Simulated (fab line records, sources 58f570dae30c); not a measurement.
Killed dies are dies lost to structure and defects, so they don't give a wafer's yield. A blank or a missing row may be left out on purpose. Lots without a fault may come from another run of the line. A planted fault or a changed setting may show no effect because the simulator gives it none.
Chamber matching | flow berkeley_cmos170 | UCB170_M2_ETCH_17 on rie_diel-02: 4 sister chambers
The step etches BARC in N2/H2. 16 wafers are shown with their chamber, then 8 later ones without.

WAFERS WITH THEIR CHAMBER
wafer  | chamber | drypump_motor_current_A (A) | throttle_valve_pct (%) | oes_product_au (a.u.)
L076.1 | 0       | 5.8                         | 13.24                  | 0.997
L076.2 | 3       | 4.8                         | 13.31                  | 0.986
L076.6 | 0       | 5.8                         | 13.24                  | 1.012
L079.1 | 0       | 5.8                         | 13.23                  | 1.008
L079.4 | 3       | 4.9                         | 13.31                  | 0.993
L079.5 | 0       | 5.8                         | 13.24                  | 1.001
L080.3 | 2       | 5.9                         | 13.38                  | 0.996
L080.5 | 3       | 4.9                         | 13.32                  | 0.986
L080.6 | 2       | 6.0                         | 13.38                  | 0.989
L083.2 | 3       | 4.9                         | 13.33                  | 0.983
L083.3 | 0       | 5.8                         | 13.23                  | 1.003
L083.5 | 1       | 6.2                         | 13.39                  | 1.013
L087.1 | 3       | 4.9                         | 13.32                  | 0.980
L087.2 | 1       | 6.2                         | 13.41                  | 1.008
L087.3 | 2       | 6.0                         | 13.38                  | 0.980
L089.1 | 3       | 4.9                         | 13.31                  | 0.986

SIGNATURES (means of the wafers above)
reading                 | chamber 0 | chamber 1 | chamber 2 | chamber 3 | scatter within a chamber
drypump_motor_current_A | 5.800     | 6.200     | 5.967     | 4.883     | 0.0354
throttle_valve_pct      | 13.2360   | 13.4000   | 13.3800   | 13.3167   | 0.00738
oes_product_au          | 1.00420   | 1.01050   | 0.98833   | 0.98567   | 0.00558
Rule: a wafer's distance from a chamber is the root of the sum, over the readings, of the square of ((its reading less the chamber's mean) divided by the reading's scatter). The wafer belongs to the nearest chamber; if the next one is less than 2 further off, it can't be placed. The scatter: the root of (the sum of the squares of (reading less its chamber's mean) over the shown wafers, divided by (wafers less chambers)).

WAFERS WITHOUT THEIR CHAMBER
wafer  | drypump_motor_current_A (A) | throttle_valve_pct (%) | oes_product_au (a.u.)
L089.2 | 6.2                         | 13.39                  | 1.014
L089.4 | 5.9                         | 13.40                  | 0.997
L091.1 | 5.9                         | 13.37                  | 0.983
L091.3 | 4.9                         | 13.32                  | 0.981
L091.6 | 6.2                         | 13.42                  | 1.008
L096.3 | 5.8                         | 13.23                  | 1.001
L096.5 | 5.8                         | 13.23                  | 0.995
L096.6 | 6.2                         | 13.42                  | 1.005

WHICH CHAMBER EACH WENT THROUGH
wafer  | from the rows above | in truth
L089.2 | 1                   | 1
L089.4 | 2                   | 2
L091.1 | 2                   | 2
L091.3 | 3                   | 3
L091.6 | 1                   | 1
L096.3 | 0                   | 0
L096.5 | 0                   | 0
L096.6 | 1                   | 1
Placed correctly: 8 of 8. Can't be placed from these rows: 0. Placed wrongly: 0.
